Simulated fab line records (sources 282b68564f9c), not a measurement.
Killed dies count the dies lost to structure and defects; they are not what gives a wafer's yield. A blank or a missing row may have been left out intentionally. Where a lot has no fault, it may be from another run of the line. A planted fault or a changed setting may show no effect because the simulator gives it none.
The tool behind it: which one? :: flow rit-cmos :: Sampling: 15 lots, 45 wafers, 2 of 202 route steps

== WHAT THE GAUGES SHOWED, per wafer ==
The record holds no reading of a measuring or inspecting step that can be judged against a usual standard deviation.

== EACH LOT AND THE TOOL THAT RAN IT (in order: tool; ch and the chambers of the sampled wafers; start) ==
lot: L314
RIT_FOX1_WET_ETCH_02: wet-bench-01 ch 2, day 1 19:35
RIT_M1_PROBE_99: -

lot: L318
RIT_FOX1_WET_ETCH_02: wet-bench-01 ch 2, day 2 15:58
RIT_M1_PROBE_99: -

lot: L319
RIT_FOX1_WET_ETCH_02: wet-bench-01 ch 1, day 2 20:10
RIT_M1_PROBE_99: -

lot: L321
RIT_FOX1_WET_ETCH_02: wet-bench-03 ch 0, day 3 05:37
RIT_M1_PROBE_99: -

lot: L323
RIT_FOX1_WET_ETCH_02: wet-bench-03 ch 2, day 3 15:26
RIT_M1_PROBE_99: -

lot: L324
RIT_FOX1_WET_ETCH_02: wet-bench-03 ch 2, day 3 19:01
RIT_M1_PROBE_99: -

lot: L325
RIT_FOX1_WET_ETCH_02: wet-bench-01 ch 3, day 4 00:01
RIT_M1_PROBE_99: -

lot: L326
RIT_FOX1_WET_ETCH_02: wet-bench-04 ch 1, day 4 09:00
RIT_M1_PROBE_99: -

lot: L327
RIT_FOX1_WET_ETCH_02: wet-bench-04 ch 1, day 4 16:34
RIT_M1_PROBE_99: -

lot: L328
RIT_FOX1_WET_ETCH_02: wet-bench-01 ch 3, day 4 20:23
RIT_M1_PROBE_99: -

lot: L329
RIT_FOX1_WET_ETCH_02: wet-bench-04 ch 0, day 5 00:28
RIT_M1_PROBE_99: prober-01, day 7 00:28

lot: L330
RIT_FOX1_WET_ETCH_02: wet-bench-03 ch 1, day 5 04:15
RIT_M1_PROBE_99: -

lot: L331
RIT_FOX1_WET_ETCH_02: wet-bench-01 ch 2, day 5 09:17
RIT_M1_PROBE_99: -

lot: L336
RIT_FOX1_WET_ETCH_02: wet-bench-01 ch 2, day 6 08:29
RIT_M1_PROBE_99: -

lot: L337
RIT_FOX1_WET_ETCH_02: wet-bench-01 ch 1, day 6 14:20
RIT_M1_PROBE_99: -
- RIT_FOX1_WET_ETCH_02: etches SiO2 in BOE, target depth 350 nm, time 390 s.
- RIT_M1_PROBE_99

== WHAT THE TOOLS THEMSELVES READ (means of the sampled wafers that have a number; where no wafer has one, the mark that the record gives instead) ==
RIT_FOX1_WET_ETCH_02.
lot: L314
tool: wet-bench-01
bath-heat-duty-pct (%): 1.5
run-length-s (s): 416

lot: L318
tool: wet-bench-01
bath-heat-duty-pct (%): 1.8
run-length-s (s): 416

lot: L319
tool: wet-bench-01
bath-heat-duty-pct (%): 1.9
run-length-s (s): 417

lot: L321
tool: wet-bench-03
bath-heat-duty-pct (%): 1.6
run-length-s (s): 417

lot: L323
tool: wet-bench-03
bath-heat-duty-pct (%): 1.9
run-length-s (s): 425

lot: L324
tool: wet-bench-03
bath-heat-duty-pct (%): 1.4
run-length-s (s): 425

lot: L325
tool: wet-bench-01
bath-heat-duty-pct (%): 1.9
run-length-s (s): 416

lot: L326
tool: wet-bench-04
bath-heat-duty-pct (%): 1.5
run-length-s (s): 416

lot: L327
tool: wet-bench-04
bath-heat-duty-pct (%): 1.7
run-length-s (s): 416

lot: L328
tool: wet-bench-01
bath-heat-duty-pct (%): -
run-length-s (s): -

lot: L329
tool: wet-bench-04
bath-heat-duty-pct (%): -
run-length-s (s): -

lot: L330
tool: wet-bench-03
bath-heat-duty-pct (%): -
run-length-s (s): -

lot: L331
tool: wet-bench-01
bath-heat-duty-pct (%): 1.6
run-length-s (s): 416

lot: L336
tool: wet-bench-01
bath-heat-duty-pct (%): 1.6
run-length-s (s): 424

lot: L337
tool: wet-bench-01
bath-heat-duty-pct (%): 2.2
run-length-s (s): 424

RIT_M1_PROBE_99.
lot: L329
tool: prober-01
killed_at_M0_to_M3: 0.0
killed-at-contacts: 0.0
killed-at-front-end: 9
killed-dies: 9
killed-open: 6.0
killed-short: 3.0

== THE ANSWER, worked out from the rows above alone ==
Rule: what is usual is taken from the lots themselves. The widest of any qualifying gaps counts: lots, ordered by their means at a reading, are off when they make up no more than a third of the lots, leave a main group of 4 or more, and stand apart from it by 3 or more times the standard deviation of that group's means. Not used: any main group whose means are identical at the precision the tables above print for the reading. A lot without any number at a reading at which 4 lots or more have one is off too. The other lots that the step has rows for count as sound. After the gauges, taken in route order, come the tools' own readings; for these a lot's mean is taken, as printed above. The first step at which some lot is off is used, and at that step the reading that is off furthest; a lot without a number counts as furthest.
Off, at RIT_FOX1_WET_ETCH_02 on bath-heat-duty-pct: L328, L329, L330. Without a number there: L328, L329, L330. The main group: mean 1.7 %, standard deviation 0.22.
A tool fits if, at that step or a process step before it, it ran every lot that is off, and no sound lot after the first of them. No candidate that was tried fits.

== WHAT THE SIMULATOR PUT IN ==
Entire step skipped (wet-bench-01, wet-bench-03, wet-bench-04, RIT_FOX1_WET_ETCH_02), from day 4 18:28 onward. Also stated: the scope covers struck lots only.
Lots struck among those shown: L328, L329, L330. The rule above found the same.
